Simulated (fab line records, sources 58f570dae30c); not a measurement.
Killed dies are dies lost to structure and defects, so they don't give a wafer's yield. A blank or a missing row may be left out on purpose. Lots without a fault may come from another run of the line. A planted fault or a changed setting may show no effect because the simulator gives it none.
Which tool did it? | flow berkeley_cmos170 | 14 lots, 42 wafers sampled, at 2 steps of a route of 331

WHAT THE GAUGES READ, wafer by wafer
UCB170_NVT_TW_MEAS_09.
lot  | measured     | on            | NVT_TW
L894 | day 6 11:57  | film_metro-04 | 530 528 532
L896 | day 7 00:00  | film_metro-04 | 527 527 528
L895 | day 7 00:17  | film_metro-02 | 518 517 518
L897 | day 7 09:59  | film_metro-04 | 526 526 527
L900 | day 7 16:58  | film_metro-02 | 518 518 520
L902 | day 8 13:44  | film_metro-02 | 516 518 516
L905 | day 9 07:43  | film_metro-03 | 575 571 569
L906 | day 9 08:10  | film_metro-02 | 577 580 577
L910 | day 10 19:00 | film_metro-03 | 510 510 511
L912 | day 10 19:22 | film_metro-04 | 533 529 529
L911 | day 10 19:38 | film_metro-04 | 527 528 527
L913 | day 11 01:47 | film_metro-04 | 526 529 524
L914 | day 11 01:53 | film_metro-04 | 529 531 527
L915 | day 11 14:43 | film_metro-02 | 520 519 517

WHICH TOOL RAN EACH LOT (tool, then ch and the chambers of the sampled wafers, then the start)
lot  | UCB170_NVT_IMPLANT_07
L894 | implanter-02 ch 0, day 6 11:42
L896 | implanter-03 ch 0, day 6 23:45
L895 | implanter-01 ch 0, day 7 00:04
L897 | implanter-01 ch 0, day 7 09:44
L900 | implanter-02 ch 0, day 7 16:43
L902 | implanter-02 ch 0, day 8 13:31
L905 | implanter-02 ch 0, day 9 07:29
L906 | implanter-02 ch 0, day 9 07:55
L910 | implanter-03 ch 0, day 10 18:45
L912 | implanter-01 ch 0, day 10 19:07
L911 | implanter-03 ch 0, day 10 19:23
L913 | implanter-01 ch 0, day 11 01:32
L914 | implanter-03 ch 0, day 11 01:38
L915 | implanter-03 ch 0, day 11 14:29
- UCB170_NVT_IMPLANT_07

WHAT THE TOOLS THEMSELVES READ (means of the sampled wafers that have a number; where no wafer has one, the mark that the record gives instead)
UCB170_NVT_IMPLANT_07.
lot  | tool         | dose_ions_cm2 | faraday_current_uA
L894 | implanter-02 | 3.0034e+12    | 9.44
L896 | implanter-03 | 3.0023e+12    | 9.58
L895 | implanter-01 | 2.9998e+12    | 9.49
L897 | implanter-01 | 3.0028e+12    | 9.57
L900 | implanter-02 | 3.0027e+12    | 9.53
L902 | implanter-02 | 2.9999e+12    | 9.50
L905 | implanter-02 | 4.2605e+12    | 13.37
L906 | implanter-02 | 4.2613e+12    | 13.59
L910 | implanter-03 | 2.9978e+12    | 9.56
L912 | implanter-01 | 3.0002e+12    | 9.65
L911 | implanter-03 | 3.0024e+12    | 9.32
L913 | implanter-01 | 2.9981e+12    | 9.68
L914 | implanter-03 | 3.0020e+12    | 9.58
L915 | implanter-03 | 2.9994e+12    | 9.40

THE ANSWER, worked out from the rows above alone
Rule: what is usual is taken from the lots themselves. Put in order of their means at a reading, lots are off if they are a third of the lots or fewer, leave a main group of 4 or more, and stand apart from it by a gap of 3 or more times the standard deviation of the main group's means; of several such gaps the widest counts. A main group whose means are all the same, to the digits that the tables above print for the reading, isn't used. A lot without any number at a reading at which 4 lots or more have one is off too. The other lots that the step has rows for count as sound. The gauges are gone through in route order, then the tools' own readings, and for those a lot's mean is taken as printed above. The first step at which some lot is off is used, and at that step the reading that is off furthest; a lot without a number counts as furthest.
Off: L905, L906, at UCB170_NVT_TW_MEAS_09 (NVT_TW). The main group: mean 523, standard deviation 6.2.
A tool fits if, at a process step before that reading, it ran every lot that is off, and no sound lot after the first of them. The gauges at UCB170_NVT_TW_MEAS_09 aren't tried: what is off there is off at UCB170_NVT_IMPLANT_07 too, on other tools, and a gauge's error can't cause that. One fits: implanter-02 at UCB170_NVT_IMPLANT_07. Its last sound lot is L902 (day 8 13:31), its first lot that is off L905 (day 9 07:29): a fault that began between those two fits.
The tool's own readings at UCB170_NVT_IMPLANT_07 bear it out: on the lots that are off they differ by more than 5 times the standard deviation of the sound lots' means. dose_ions_cm2 reads 4.2609e+12 there against 3.0009e+12 on the sound lots; faraday_current_uA reads 13.48 there against 9.53 on the sound lots.

WHAT THE SIMULATOR HAD PUT IN
Process parameter drift: implanter-02, from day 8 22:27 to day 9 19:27, at UCB170_NVT_IMPLANT_07. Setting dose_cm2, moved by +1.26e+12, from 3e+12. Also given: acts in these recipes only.
Lots struck among those shown: L905, L906. The rule above found the same.
